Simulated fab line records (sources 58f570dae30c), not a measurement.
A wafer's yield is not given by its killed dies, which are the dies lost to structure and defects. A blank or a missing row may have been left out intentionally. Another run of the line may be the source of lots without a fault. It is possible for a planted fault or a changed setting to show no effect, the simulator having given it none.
fab line records :: flow berkeley-cmos170
record:
  lots: 14
  wafers: 42
  last-day: 13
route steps=331 shown START@1 NSD@196 CONTACT@233
lots with no fault: from the same line, run without faults
start-h: hours from the record's first day to the start of the lot's first wafer shown :: wait-h: hours since the lot's step before :: " same as the row above :: L1.1+2: one row covering several wafers at once :: - no value, or no start given :: * or withheld: withheld :: < > ~ a bound
route shown NAME@n: a module of which the file shows steps, and the number in the route of the first :: usual: the fault-free wafers' mean and standard deviation :: same: alike in all rows :: chamber/n: place in a boat :: sites: per-site readings :: _std_site: how widely they spread, as a standard deviation :: _edge_site: mean of outer sites minus mean of inner sites :: radius-mm: how far each site lies from the wafer's centre :: mask NAME#n: copy n :: behind: the tool/chamber that last shaped the wafer :: hold: cause of the lot's hold/its duration in hours/its outcome :: device: which transistor (n, p or np) failed to switch :: end of line: tests of these same wafers at the route's end :: step lacking rows: just its recipe :: killed: the dies lost at the first sort to structure and to defects; this is not the yield of the wafer :: map: a wafer's dies, marking killed ones x, the rest . and places with no die _
set.NAME: the run value of the setting; set.NAME@STEP: its run value at that earlier step :: model.NAME: the simulator's own value behind a step, which no gauge read
one table for each step of the route and one row for each wafer, over a sample of lots
services: the hour from which a tool's chamber was out of use, counted from the record's first day as start-h (under 0 if before that day), plus the number of hours and why
== steps ==
step: UCB170_START_BOW_MEAS_00
recipe:
  mode: bow
usual:
  INCOMING_BOW: 0/6.6
lot.wafer: L861.3
tool: film-metro-01
chamber: -
start-h: 10.04
wait-h: -
INCOMING_BOW[um]: 1

lot.wafer: L861.4
tool: film-metro-01
chamber: -
start-h: 10.04
wait-h: -
INCOMING_BOW[um]: -7

lot.wafer: L861.6
tool: film-metro-01
chamber: -
start-h: 10.04
wait-h: -
INCOMING_BOW[um]: 18

lot.wafer: L862.1
tool: film-metro-01
chamber: -
start-h: 15.00
wait-h: -
INCOMING_BOW[um]: -11

lot.wafer: L862.3
tool: film-metro-01
chamber: -
start-h: 15.00
wait-h: -
INCOMING_BOW[um]: 1

lot.wafer: L862.5
tool: film-metro-01
chamber: -
start-h: 15.00
wait-h: -
INCOMING_BOW[um]: -2

lot.wafer: L864.2
tool: film-metro-02
chamber: -
start-h: 25.02
wait-h: -
INCOMING_BOW[um]: 2

lot.wafer: L864.3
tool: film-metro-02
chamber: -
start-h: 25.02
wait-h: -
INCOMING_BOW[um]: -14

lot.wafer: L864.5
tool: film-metro-02
chamber: -
start-h: 25.02
wait-h: -
INCOMING_BOW[um]: 0

lot.wafer: L865.1
tool: film-metro-03
chamber: -
start-h: 30.00
wait-h: -
INCOMING_BOW[um]: -3

lot.wafer: L865.2
tool: film-metro-03
chamber: -
start-h: 30.00
wait-h: -
INCOMING_BOW[um]: -4

lot.wafer: L865.4
tool: film-metro-03
chamber: -
start-h: 30.00
wait-h: -
INCOMING_BOW[um]: 11

lot.wafer: L866.2
tool: film-metro-03
chamber: -
start-h: 35.02
wait-h: -
INCOMING_BOW[um]: 7

lot.wafer: L866.5
tool: film-metro-03
chamber: -
start-h: 35.02
wait-h: -
INCOMING_BOW[um]: -1

lot.wafer: L866.6
tool: film-metro-03
chamber: -
start-h: 35.02
wait-h: -
INCOMING_BOW[um]: -8

lot.wafer: L867.3
tool: film-metro-03
chamber: -
start-h: 40.04
wait-h: -
INCOMING_BOW[um]: -4

lot.wafer: L867.4
tool: film-metro-03
chamber: -
start-h: 40.04
wait-h: -
INCOMING_BOW[um]: 4

lot.wafer: L867.6
tool: film-metro-03
chamber: -
start-h: 40.04
wait-h: -
INCOMING_BOW[um]: -3

lot.wafer: L868.1
tool: film-metro-03
chamber: -
start-h: 45.00
wait-h: -
INCOMING_BOW[um]: 1

lot.wafer: L868.2
tool: film-metro-03
chamber: -
start-h: 45.00
wait-h: -
INCOMING_BOW[um]: 3

lot.wafer: L868.6
tool: film-metro-03
chamber: -
start-h: 45.00
wait-h: -
INCOMING_BOW[um]: 4

lot.wafer: L869.1
tool: film-metro-01
chamber: -
start-h: 50.00
wait-h: -
INCOMING_BOW[um]: 2

lot.wafer: L869.4
tool: film-metro-01
chamber: -
start-h: 50.00
wait-h: -
INCOMING_BOW[um]: -9

lot.wafer: L869.6
tool: film-metro-01
chamber: -
start-h: 50.00
wait-h: -
INCOMING_BOW[um]: 7

lot.wafer: L870.1
tool: film-metro-03
chamber: -
start-h: 55.00
wait-h: -
INCOMING_BOW[um]: 12

lot.wafer: L870.4
tool: film-metro-03
chamber: -
start-h: 55.00
wait-h: -
INCOMING_BOW[um]: -6

lot.wafer: L870.6
tool: film-metro-03
chamber: -
start-h: 55.00
wait-h: -
INCOMING_BOW[um]: -1

lot.wafer: L874.3
tool: film-metro-03
chamber: -
start-h: 75.04
wait-h: -
INCOMING_BOW[um]: 9

lot.wafer: L874.4
tool: film-metro-03
chamber: -
start-h: 75.04
wait-h: -
INCOMING_BOW[um]: 1

lot.wafer: L874.6
tool: film-metro-03
chamber: -
start-h: 75.04
wait-h: -
INCOMING_BOW[um]: -8

lot.wafer: L880.1
tool: film-metro-02
chamber: -
start-h: 105.00
wait-h: -
INCOMING_BOW[um]: -4

lot.wafer: L880.3
tool: film-metro-02
chamber: -
start-h: 105.00
wait-h: -
INCOMING_BOW[um]: -9

lot.wafer: L880.4
tool: film-metro-02
chamber: -
start-h: 105.00
wait-h: -
INCOMING_BOW[um]: -3

lot.wafer: L882.1
tool: film-metro-03
chamber: -
start-h: 115.00
wait-h: -
INCOMING_BOW[um]: 1

lot.wafer: L882.4
tool: film-metro-03
chamber: -
start-h: 115.00
wait-h: -
INCOMING_BOW[um]: 0

lot.wafer: L882.6
tool: film-metro-03
chamber: -
start-h: 115.00
wait-h: -
INCOMING_BOW[um]: 2

lot.wafer: L883.1
tool: film-metro-03
chamber: -
start-h: 120.00
wait-h: -
INCOMING_BOW[um]: 10

lot.wafer: L883.2
tool: film-metro-03
chamber: -
start-h: 120.00
wait-h: -
INCOMING_BOW[um]: 6

lot.wafer: L883.6
tool: film-metro-03
chamber: -
start-h: 120.00
wait-h: -
INCOMING_BOW[um]: 1

lot.wafer: L884.1
tool: film-metro-01
chamber: -
start-h: 125.00
wait-h: -
INCOMING_BOW[um]: 2

lot.wafer: L884.3
tool: film-metro-01
chamber: -
start-h: 125.00
wait-h: -
INCOMING_BOW[um]: 3

lot.wafer: L884.6
tool: film-metro-01
chamber: -
start-h: 125.00
wait-h: -
INCOMING_BOW[um]: -3
step: UCB170_NSD_STRIP_09
recipe:
  chemistry: O2
  power-w: 400
  pressure-mtorr: 3500
  platen-temp-c: withheld
  o2-flow-sccm: 400
  overash-fraction: 0.5
usual:
  drypump-motor-current-A: 5.6/0.67
  oes-product-au: 0.533/0.0048
  strip-time-to-endpoint-s: 35.84/0.078
lot.wafer: L861.3
tool: plasma-asher-04
chamber: 1
start-h: 155.44
wait-h: 0.1
drypump-motor-current-A: 6.7
oes-product-au: 0.533
rf-hours-counter-h: -
strip-time-to-endpoint-s: 35.80

lot.wafer: L861.4
tool: plasma-asher-04
chamber: 0
start-h: 155.44
wait-h: 0.1
drypump-motor-current-A: 6.5
oes-product-au: 0.532
rf-hours-counter-h: -
strip-time-to-endpoint-s: 35.79

lot.wafer: L861.6
tool: plasma-asher-04
chamber: 1
start-h: 155.44
wait-h: 0.1
drypump-motor-current-A: 6.7
oes-product-au: 0.531
rf-hours-counter-h: -
strip-time-to-endpoint-s: 35.70

lot.wafer: L862.1
tool: plasma-asher-02
chamber: 1
start-h: 168.85
wait-h: 0.1
drypump-motor-current-A: 5.7
oes-product-au: 0.537
rf-hours-counter-h: 45
strip-time-to-endpoint-s: 35.76

lot.wafer: L862.3
tool: plasma-asher-02
chamber: 0
start-h: 168.85
wait-h: 0.1
drypump-motor-current-A: 4.7
oes-product-au: 0.536
rf-hours-counter-h: -
strip-time-to-endpoint-s: 35.80

lot.wafer: L862.5
tool: plasma-asher-02
chamber: 1
start-h: 168.85
wait-h: 0.1
drypump-motor-current-A: 5.7
oes-product-au: 0.548
rf-hours-counter-h: -
strip-time-to-endpoint-s: 35.89

lot.wafer: L866.2
tool: plasma-asher-02
chamber: 1
start-h: 185.93
wait-h: 0.1
drypump-motor-current-A: 5.7
oes-product-au: 0.531
rf-hours-counter-h: 47
strip-time-to-endpoint-s: 35.77

lot.wafer: L866.5
tool: plasma-asher-02
chamber: 0
start-h: 185.93
wait-h: 0.1
drypump-motor-current-A: 4.7
oes-product-au: 0.527
rf-hours-counter-h: -
strip-time-to-endpoint-s: 35.73

lot.wafer: L866.6
tool: plasma-asher-02
chamber: 1
start-h: 185.93
wait-h: 0.1
drypump-motor-current-A: 5.7
oes-product-au: 0.539
rf-hours-counter-h: -
strip-time-to-endpoint-s: 35.79

lot.wafer: L865.1
tool: plasma-asher-01
chamber: 1
start-h: 186.17
wait-h: 0.1
drypump-motor-current-A: 5.2
oes-product-au: 0.533
rf-hours-counter-h: 39
strip-time-to-endpoint-s: 35.91

lot.wafer: L865.2
tool: plasma-asher-01
chamber: 0
start-h: 186.17
wait-h: 0.1
drypump-motor-current-A: 5.3
oes-product-au: 0.532
rf-hours-counter-h: 39
strip-time-to-endpoint-s: 35.87

lot.wafer: L865.4
tool: plasma-asher-01
chamber: 0
start-h: 186.17
wait-h: 0.1
drypump-motor-current-A: 5.3
oes-product-au: 0.536
rf-hours-counter-h: -
strip-time-to-endpoint-s: 35.82

lot.wafer: L864.2
tool: plasma-asher-04
chamber: 0
start-h: 186.42
wait-h: 0.1
drypump-motor-current-A: 6.5
oes-product-au: 0.529
rf-hours-counter-h: 46
strip-time-to-endpoint-s: 35.88

lot.wafer: L864.3
tool: plasma-asher-04
chamber: 1
start-h: 186.42
wait-h: 0.1
drypump-motor-current-A: 6.7
oes-product-au: 0.532
rf-hours-counter-h: -
strip-time-to-endpoint-s: 35.82

lot.wafer: L864.5
tool: plasma-asher-04
chamber: 0
start-h: 186.42
wait-h: 0.1
drypump-motor-current-A: 6.6
oes-product-au: 0.533
rf-hours-counter-h: -
strip-time-to-endpoint-s: 35.84

lot.wafer: L869.1
tool: plasma-asher-02
chamber: 1
start-h: 210.38
wait-h: 0.1
drypump-motor-current-A: 5.7
oes-product-au: 0.541
rf-hours-counter-h: 49
strip-time-to-endpoint-s: 35.93

lot.wafer: L869.4
tool: plasma-asher-02
chamber: 1
start-h: 210.38
wait-h: 0.1
drypump-motor-current-A: 5.7
oes-product-au: 0.529
rf-hours-counter-h: -
strip-time-to-endpoint-s: 35.97

lot.wafer: L869.6
tool: plasma-asher-02
chamber: 1
start-h: 210.38
wait-h: 0.1
drypump-motor-current-A: 5.7
oes-product-au: 0.533
rf-hours-counter-h: -
strip-time-to-endpoint-s: 35.97

lot.wafer: L870.1
tool: plasma-asher-01
chamber: 0
start-h: 210.50
wait-h: 0.1
drypump-motor-current-A: 5.3
oes-product-au: 0.534
rf-hours-counter-h: 42
strip-time-to-endpoint-s: 35.73

lot.wafer: L870.4
tool: plasma-asher-01
chamber: 0
start-h: 210.50
wait-h: 0.1
drypump-motor-current-A: 5.3
oes-product-au: 0.537
rf-hours-counter-h: -
strip-time-to-endpoint-s: 35.81

lot.wafer: L870.6
tool: plasma-asher-01
chamber: 1
start-h: 210.50
wait-h: 0.1
drypump-motor-current-A: 5.2
oes-product-au: 0.539
rf-hours-counter-h: -
strip-time-to-endpoint-s: 35.78

lot.wafer: L867.3
tool: plasma-asher-04
chamber: 0
start-h: 210.71
wait-h: 0.1
drypump-motor-current-A: 6.5
oes-product-au: 0.543
rf-hours-counter-h: -
strip-time-to-endpoint-s: 35.86

lot.wafer: L867.4
tool: plasma-asher-04
chamber: 1
start-h: 210.71
wait-h: 0.1
drypump-motor-current-A: 6.7
oes-product-au: 0.539
rf-hours-counter-h: -
strip-time-to-endpoint-s: 35.86

lot.wafer: L867.6
tool: plasma-asher-04
chamber: 1
start-h: 210.71
wait-h: 0.1
drypump-motor-current-A: 6.7
oes-product-au: 0.533
rf-hours-counter-h: -
strip-time-to-endpoint-s: 35.90

lot.wafer: L868.1
tool: plasma-asher-04
chamber: 0
start-h: 211.22
wait-h: 0.1
drypump-motor-current-A: 6.5
oes-product-au: 0.534
rf-hours-counter-h: 48
strip-time-to-endpoint-s: 35.86

lot.wafer: L868.2
tool: plasma-asher-04
chamber: 1
start-h: 211.22
wait-h: 0.1
drypump-motor-current-A: 6.7
oes-product-au: 0.520
rf-hours-counter-h: 48
strip-time-to-endpoint-s: 35.81

lot.wafer: L868.6
tool: plasma-asher-04
chamber: 0
start-h: 211.22
wait-h: 0.1
drypump-motor-current-A: 6.5
oes-product-au: 0.529
rf-hours-counter-h: -
strip-time-to-endpoint-s: 35.87

lot.wafer: L874.3
tool: plasma-asher-02
chamber: 0
start-h: 239.10
wait-h: 0.1
drypump-motor-current-A: 4.7
oes-product-au: 0.537
rf-hours-counter-h: -
strip-time-to-endpoint-s: 35.81

lot.wafer: L874.4
tool: plasma-asher-02
chamber: 1
start-h: 239.10
wait-h: 0.1
drypump-motor-current-A: 5.7
oes-product-au: 0.538
rf-hours-counter-h: -
strip-time-to-endpoint-s: 35.85

lot.wafer: L874.6
tool: plasma-asher-02
chamber: 0
start-h: 239.10
wait-h: 0.1
drypump-motor-current-A: 4.7
oes-product-au: 0.533
rf-hours-counter-h: -
strip-time-to-endpoint-s: 35.85

lot.wafer: L880.1
tool: plasma-asher-04
chamber: 0
start-h: 261.16
wait-h: 0.1
drypump-motor-current-A: 6.5
oes-product-au: 0.534
rf-hours-counter-h: 54
strip-time-to-endpoint-s: 35.82

lot.wafer: L880.3
tool: plasma-asher-04
chamber: 0
start-h: 261.16
wait-h: 0.1
drypump-motor-current-A: 6.6
oes-product-au: 0.532
rf-hours-counter-h: -
strip-time-to-endpoint-s: 35.80

lot.wafer: L880.4
tool: plasma-asher-04
chamber: 1
start-h: 261.16
wait-h: 0.1
drypump-motor-current-A: 6.6
oes-product-au: 0.533
rf-hours-counter-h: -
strip-time-to-endpoint-s: 35.73

lot.wafer: L883.1
tool: plasma-asher-01
chamber: 1
start-h: 276.03
wait-h: 0.1
drypump-motor-current-A: 5.2
oes-product-au: 0.532
rf-hours-counter-h: 47
strip-time-to-endpoint-s: 35.89

lot.wafer: L883.2
tool: plasma-asher-01
chamber: 0
start-h: 276.03
wait-h: 0.1
drypump-motor-current-A: 5.3
oes-product-au: 0.531
rf-hours-counter-h: 47
strip-time-to-endpoint-s: 35.90

lot.wafer: L883.6
tool: plasma-asher-01
chamber: 0
start-h: 276.03
wait-h: 0.1
drypump-motor-current-A: 5.3
oes-product-au: 0.529
rf-hours-counter-h: -
strip-time-to-endpoint-s: 35.86

lot.wafer: L884.1
tool: plasma-asher-02
chamber: 1
start-h: 276.57
wait-h: 0.1
drypump-motor-current-A: 5.7
oes-product-au: 0.539
rf-hours-counter-h: 57
strip-time-to-endpoint-s: 35.85

lot.wafer: L884.3
tool: plasma-asher-02
chamber: 0
start-h: 276.57
wait-h: 0.1
drypump-motor-current-A: 4.7
oes-product-au: 0.536
rf-hours-counter-h: -
strip-time-to-endpoint-s: 35.73

lot.wafer: L884.6
tool: plasma-asher-02
chamber: 0
start-h: 276.57
wait-h: 0.1
drypump-motor-current-A: 4.7
oes-product-au: 0.545
rf-hours-counter-h: -
strip-time-to-endpoint-s: 35.81

lot.wafer: L882.1
tool: plasma-asher-01
chamber: 0
start-h: 277.05
wait-h: 0.1
drypump-motor-current-A: 5.3
oes-product-au: 0.531
rf-hours-counter-h: 47
strip-time-to-endpoint-s: 35.81

lot.wafer: L882.4
tool: plasma-asher-01
chamber: 0
start-h: 277.05
wait-h: 0.1
drypump-motor-current-A: 5.3
oes-product-au: 0.535
rf-hours-counter-h: -
strip-time-to-endpoint-s: 35.80

lot.wafer: L882.6
tool: plasma-asher-01
chamber: 0
start-h: 277.05
wait-h: 0.1
drypump-motor-current-A: 5.3
oes-product-au: 0.537
rf-hours-counter-h: -
strip-time-to-endpoint-s: 35.79
step: UCB170_CONTACT_ETCH_17
recipe:
  chemistry: N2/H2
  target-depth-a: withheld
  overetch-a: withheld
  target: BARC
  time-s: withheld
  source-w: 500
  bias-w: 100
  pressure-mtorr: 30
  n2-flow-sccm: 100
  h2-flow-sccm: 200
usual:
  chamber-pressure-mTorr: 30.001/0.028
  drypump-motor-current-A: 5.8/0.32
  oes-product-au: 1.008/0.026
  rf-fwd-power-W: 495.0/2
  throttle-valve-pct: 13.35/0.27
lot.wafer: L861.3
tool: rie-diel-03
chamber: 2
start-h: 163.61
wait-h: 0.0
chamber-pressure-mTorr: 30.025
drypump-motor-current-A: 5.9
oes-product-au: 1.012
rf-fwd-power-W: 499.4
throttle-valve-pct: 13.71

lot.wafer: L861.4
tool: rie-diel-03
chamber: 1
start-h: 163.61
wait-h: 0.0
chamber-pressure-mTorr: 30.011
drypump-motor-current-A: 5.5
oes-product-au: 0.965
rf-fwd-power-W: 494.2
throttle-valve-pct: 13.07

lot.wafer: L861.6
tool: rie-diel-03
chamber: 0
start-h: 163.61
wait-h: 0.0
chamber-pressure-mTorr: 29.998
drypump-motor-current-A: 5.6
oes-product-au: 0.972
rf-fwd-power-W: 492.9
throttle-valve-pct: 13.35

lot.wafer: L862.1
tool: rie-diel-03
chamber: 0
start-h: 176.84
wait-h: 0.0
chamber-pressure-mTorr: 30.015
drypump-motor-current-A: 5.6
oes-product-au: 0.961
rf-fwd-power-W: 494.2
throttle-valve-pct: 13.36

lot.wafer: L862.3
tool: rie-diel-03
chamber: 2
start-h: 176.84
wait-h: 0.0
chamber-pressure-mTorr: 29.998
drypump-motor-current-A: 5.8
oes-product-au: 1.014
rf-fwd-power-W: 496.7
throttle-valve-pct: 13.72

lot.wafer: L862.5
tool: rie-diel-03
chamber: 0
start-h: 176.84
wait-h: 0.0
chamber-pressure-mTorr: 29.930
drypump-motor-current-A: 5.6
oes-product-au: 0.971
rf-fwd-power-W: 495.0
throttle-valve-pct: 13.36

lot.wafer: L866.2
tool: rie-diel-03
chamber: 1
start-h: 192.37
wait-h: 0.0
chamber-pressure-mTorr: 29.990
drypump-motor-current-A: 5.5
oes-product-au: 0.965
rf-fwd-power-W: 495.7
throttle-valve-pct: 13.06

lot.wafer: L866.5
tool: rie-diel-03
chamber: 2
start-h: 192.37
wait-h: 0.0
chamber-pressure-mTorr: 29.976
drypump-motor-current-A: 5.8
oes-product-au: 1.001
rf-fwd-power-W: 495.7
throttle-valve-pct: 13.72

lot.wafer: L866.6
tool: rie-diel-03
chamber: 3
start-h: 192.37
wait-h: 0.0
chamber-pressure-mTorr: 30.049
drypump-motor-current-A: 6.1
oes-product-au: 0.996
rf-fwd-power-W: 495.1
throttle-valve-pct: 13.11

lot.wafer: L865.1
tool: rie-diel-04
chamber: 3
start-h: 193.59
wait-h: 0.0
chamber-pressure-mTorr: 30.022
drypump-motor-current-A: 6.0
oes-product-au: 1.001
rf-fwd-power-W: 493.9
throttle-valve-pct: 13.52

lot.wafer: L865.2
tool: rie-diel-04
chamber: 1
start-h: 193.59
wait-h: 0.0
chamber-pressure-mTorr: 30.014
drypump-motor-current-A: 6.1
oes-product-au: 1.022
rf-fwd-power-W: 496.6
throttle-valve-pct: 13.07

lot.wafer: L865.4
tool: rie-diel-04
chamber: 0
start-h: 193.59
wait-h: 0.0
chamber-pressure-mTorr: 30.054
drypump-motor-current-A: 5.8
oes-product-au: 1.007
rf-fwd-power-W: 492.6
throttle-valve-pct: 13.76

lot.wafer: L864.2
tool: rie-diel-01
chamber: 2
start-h: 193.87
wait-h: 0.0
chamber-pressure-mTorr: 29.971
drypump-motor-current-A: 5.4
oes-product-au: 0.982
rf-fwd-power-W: 494.7
throttle-valve-pct: 13.05

lot.wafer: L864.3
tool: rie-diel-01
chamber: 1
start-h: 193.87
wait-h: 0.0
chamber-pressure-mTorr: 29.992
drypump-motor-current-A: 5.3
oes-product-au: 1.033
rf-fwd-power-W: 497.1
throttle-valve-pct: 12.99

lot.wafer: L864.5
tool: rie-diel-01
chamber: 3
start-h: 193.87
wait-h: 0.0
chamber-pressure-mTorr: 30.019
drypump-motor-current-A: 6.5
oes-product-au: 1.013
rf-fwd-power-W: 497.2
throttle-valve-pct: 13.35

lot.wafer: L869.1
tool: rie-diel-04
chamber: 1
start-h: 217.14
wait-h: 0.0
chamber-pressure-mTorr: 30.033
drypump-motor-current-A: 6.1
oes-product-au: 1.025
rf-fwd-power-W: 493.8
throttle-valve-pct: 13.07

lot.wafer: L869.4
tool: rie-diel-04
chamber: 3
start-h: 217.14
wait-h: 0.0
chamber-pressure-mTorr: 30.028
drypump-motor-current-A: 5.9
oes-product-au: 1.011
rf-fwd-power-W: 492.7
throttle-valve-pct: 13.53

lot.wafer: L869.6
tool: rie-diel-04
chamber: 1
start-h: 217.14
wait-h: 0.0
chamber-pressure-mTorr: 29.968
drypump-motor-current-A: 6.1
oes-product-au: 1.035
rf-fwd-power-W: 496.1
throttle-valve-pct: 13.08

lot.wafer: L870.1
tool: rie-diel-01
chamber: 0
start-h: 219.21
wait-h: 0.0
chamber-pressure-mTorr: 30.032
drypump-motor-current-A: 6.1
oes-product-au: 1.041
rf-fwd-power-W: 493.3
throttle-valve-pct: 13.67

lot.wafer: L870.4
tool: rie-diel-01
chamber: 3
start-h: 219.21
wait-h: 0.0
chamber-pressure-mTorr: 30.015
drypump-motor-current-A: 6.5
oes-product-au: 1.014
rf-fwd-power-W: 495.2
throttle-valve-pct: 13.36

lot.wafer: L870.6
tool: rie-diel-01
chamber: 0
start-h: 219.21
wait-h: 0.0
chamber-pressure-mTorr: 29.960
drypump-motor-current-A: 6.1
oes-product-au: 1.035
rf-fwd-power-W: 493.2
throttle-valve-pct: 13.66

lot.wafer: L867.3
tool: rie-diel-04
chamber: 3
start-h: 219.23
wait-h: 0.0
chamber-pressure-mTorr: 30.023
drypump-motor-current-A: 5.9
oes-product-au: 0.998
rf-fwd-power-W: 493.2
throttle-valve-pct: 13.52

lot.wafer: L867.4
tool: rie-diel-04
chamber: 0
start-h: 219.23
wait-h: 0.0
chamber-pressure-mTorr: 29.990
drypump-motor-current-A: 5.8
oes-product-au: 1.004
rf-fwd-power-W: 494.1
throttle-valve-pct: 13.75

lot.wafer: L867.6
tool: rie-diel-04
chamber: 3
start-h: 219.23
wait-h: 0.0
chamber-pressure-mTorr: 30.010
drypump-motor-current-A: 5.9
oes-product-au: 1.002
rf-fwd-power-W: 492.9
throttle-valve-pct: 13.51

lot.wafer: L868.1
tool: rie-diel-01
chamber: 2
start-h: 219.85
wait-h: 0.0
chamber-pressure-mTorr: 23.997
drypump-motor-current-A: 5.4
oes-product-au: 0.998
rf-fwd-power-W: 494.1
throttle-valve-pct: 13.05

lot.wafer: L868.2
tool: rie-diel-01
chamber: 3
start-h: 219.85
wait-h: 0.0
chamber-pressure-mTorr: 24.000
drypump-motor-current-A: 6.5
oes-product-au: 1.039
rf-fwd-power-W: 496.0
throttle-valve-pct: 13.34

lot.wafer: L868.6
tool: rie-diel-01
chamber: 2
start-h: 219.85
wait-h: 0.0
chamber-pressure-mTorr: 23.975
drypump-motor-current-A: 5.4
oes-product-au: 1.017
rf-fwd-power-W: 497.1
throttle-valve-pct: 13.04

lot.wafer: L874.3
tool: rie-diel-01
chamber: 3
start-h: 246.18
wait-h: 0.0
chamber-pressure-mTorr: 23.955
drypump-motor-current-A: 6.5
oes-product-au: 1.035
rf-fwd-power-W: 495.0
throttle-valve-pct: 13.34

lot.wafer: L874.4
tool: rie-diel-01
chamber: 0
start-h: 246.18
wait-h: 0.0
chamber-pressure-mTorr: 23.988
drypump-motor-current-A: 6.1
oes-product-au: 1.079
rf-fwd-power-W: 493.1
throttle-valve-pct: 13.65

lot.wafer: L874.6
tool: rie-diel-01
chamber: 2
start-h: 246.18
wait-h: 0.0
chamber-pressure-mTorr: 24.054
drypump-motor-current-A: 5.4
oes-product-au: 1.022
rf-fwd-power-W: 496.4
throttle-valve-pct: 13.04

lot.wafer: L880.1
tool: rie-diel-03
chamber: 2
start-h: 267.80
wait-h: 0.0
chamber-pressure-mTorr: 30.049
drypump-motor-current-A: 5.9
oes-product-au: 1.020
rf-fwd-power-W: 494.9
throttle-valve-pct: 13.73

lot.wafer: L880.3
tool: rie-diel-03
chamber: 3
start-h: 267.80
wait-h: 0.0
chamber-pressure-mTorr: 30.059
drypump-motor-current-A: 6.1
oes-product-au: 0.986
rf-fwd-power-W: 493.7
throttle-valve-pct: 13.11

lot.wafer: L880.4
tool: rie-diel-03
chamber: 0
start-h: 267.80
wait-h: 0.0
chamber-pressure-mTorr: 29.979
drypump-motor-current-A: 5.6
oes-product-au: 0.972
rf-fwd-power-W: 495.2
throttle-valve-pct: 13.35

lot.wafer: L883.1
tool: rie-diel-04
chamber: 0
start-h: 282.42
wait-h: 0.0
chamber-pressure-mTorr: 30.045
drypump-motor-current-A: 5.8
oes-product-au: 1.004
rf-fwd-power-W: 495.6
throttle-valve-pct: 13.75

lot.wafer: L883.2
tool: rie-diel-04
chamber: 2
start-h: 282.42
wait-h: 0.0
chamber-pressure-mTorr: 30.019
drypump-motor-current-A: 5.6
oes-product-au: 1.041
rf-fwd-power-W: 494.7
throttle-valve-pct: 13.39

lot.wafer: L883.6
tool: rie-diel-04
chamber: 3
start-h: 282.42
wait-h: 0.0
chamber-pressure-mTorr: 29.970
drypump-motor-current-A: 5.9
oes-product-au: 0.999
rf-fwd-power-W: 492.2
throttle-valve-pct: 13.53

lot.wafer: L884.1
tool: rie-diel-03
chamber: 3
start-h: 282.58
wait-h: 0.0
chamber-pressure-mTorr: 29.985
drypump-motor-current-A: 6.1
oes-product-au: 0.988
rf-fwd-power-W: 495.4
throttle-valve-pct: 13.12

lot.wafer: L884.3
tool: rie-diel-03
chamber: 0
start-h: 282.58
wait-h: 0.0
chamber-pressure-mTorr: 30.009
drypump-motor-current-A: 5.6
oes-product-au: 0.958
rf-fwd-power-W: 490.5
throttle-valve-pct: 13.36

lot.wafer: L884.6
tool: rie-diel-03
chamber: 2
start-h: 282.58
wait-h: 0.0
chamber-pressure-mTorr: 30.005
drypump-motor-current-A: 5.9
oes-product-au: 1.014
rf-fwd-power-W: 497.2
throttle-valve-pct: 13.72

lot.wafer: L882.1
tool: rie-diel-03
chamber: 0
start-h: 284.33
wait-h: 0.0
chamber-pressure-mTorr: 29.986
drypump-motor-current-A: 5.6
oes-product-au: 0.946
rf-fwd-power-W: 493.1
throttle-valve-pct: 13.36

lot.wafer: L882.4
tool: rie-diel-03
chamber: 3
start-h: 284.33
wait-h: 0.0
chamber-pressure-mTorr: 29.994
drypump-motor-current-A: 6.1
oes-product-au: 0.987
rf-fwd-power-W: 495.8
throttle-valve-pct: 13.10

lot.wafer: L882.6
tool: rie-diel-03
chamber: 0
start-h: 284.33
wait-h: 0.0
chamber-pressure-mTorr: 29.965
drypump-motor-current-A: 5.6
oes-product-au: 0.960
rf-fwd-power-W: 493.1
throttle-valve-pct: 13.37
== services ==
tool: rie-diel-04
chamber: -
start-h: 139.99
hours: 2.1
kind: repair

tool: rie-diel-01
chamber: 1
start-h: 141.27
hours: 11.0
kind: repair

tool: rie-diel-03
chamber: 1
start-h: 154.58
hours: 2.1
kind: repair

tool: rie-diel-03
chamber: 3
start-h: 171.37
hours: 2.0
kind: repair

tool: rie-diel-01
chamber: 0
start-h: 186.26
hours: 4.0
kind: repair

tool: plasma-asher-04
chamber: -
start-h: 202.83
hours: 3.1
kind: repair

tool: plasma-asher-02
chamber: -
start-h: 218.78
hours: 3.2
kind: repair

tool: plasma-asher-01
chamber: -
start-h: 224.88
hours: 12.6
kind: repair

tool: rie-diel-04
chamber: 2
start-h: 228.82
hours: 8.6
kind: repair

tool: rie-diel-01
chamber: 0
start-h: 229.22
hours: 4.3
kind: repair

tool: rie-diel-03
chamber: 0
start-h: 238.91
hours: 2.3
kind: repair

tool: plasma-asher-04
chamber: -
start-h: 238.91
hours: 6.1
kind: repair
== key ==
first-sign:
  step: UCB170_CONTACT_ETCH_17
  reading: chamber-pressure-mTorr
  direction: down
  sigmas: 99+
  usual: 30.001
  struck: 23.995
effect none on later readings
met-at UCB170_CONTACT_ETCH_17
struck-lots L868,L874
tester-left-out L868,L874
not-acting-at UCB170_START_BOW_MEAS_00,UCB170_NSD_STRIP_09
onset-between 219.21 219.85
fault:
  kind: process-parameter-drift
  tool: rie-diel-01
  chamber: -
  onset-h: 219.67
  steps: UCB170_CONTACT_ETCH_17
  channel: pressure-mtorr
  offset: -6
  shape: step
  end-h: 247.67
  acts-in: these-recipes-only
  stated: 30
tester-left-out: of these lots the tester's yield and bins aren't shown, on N5 and GAA mostly nor the transistor test; their killed dies are dies lost to structure and defects alone, not to doping, threshold or leakage, so they don't give the yield
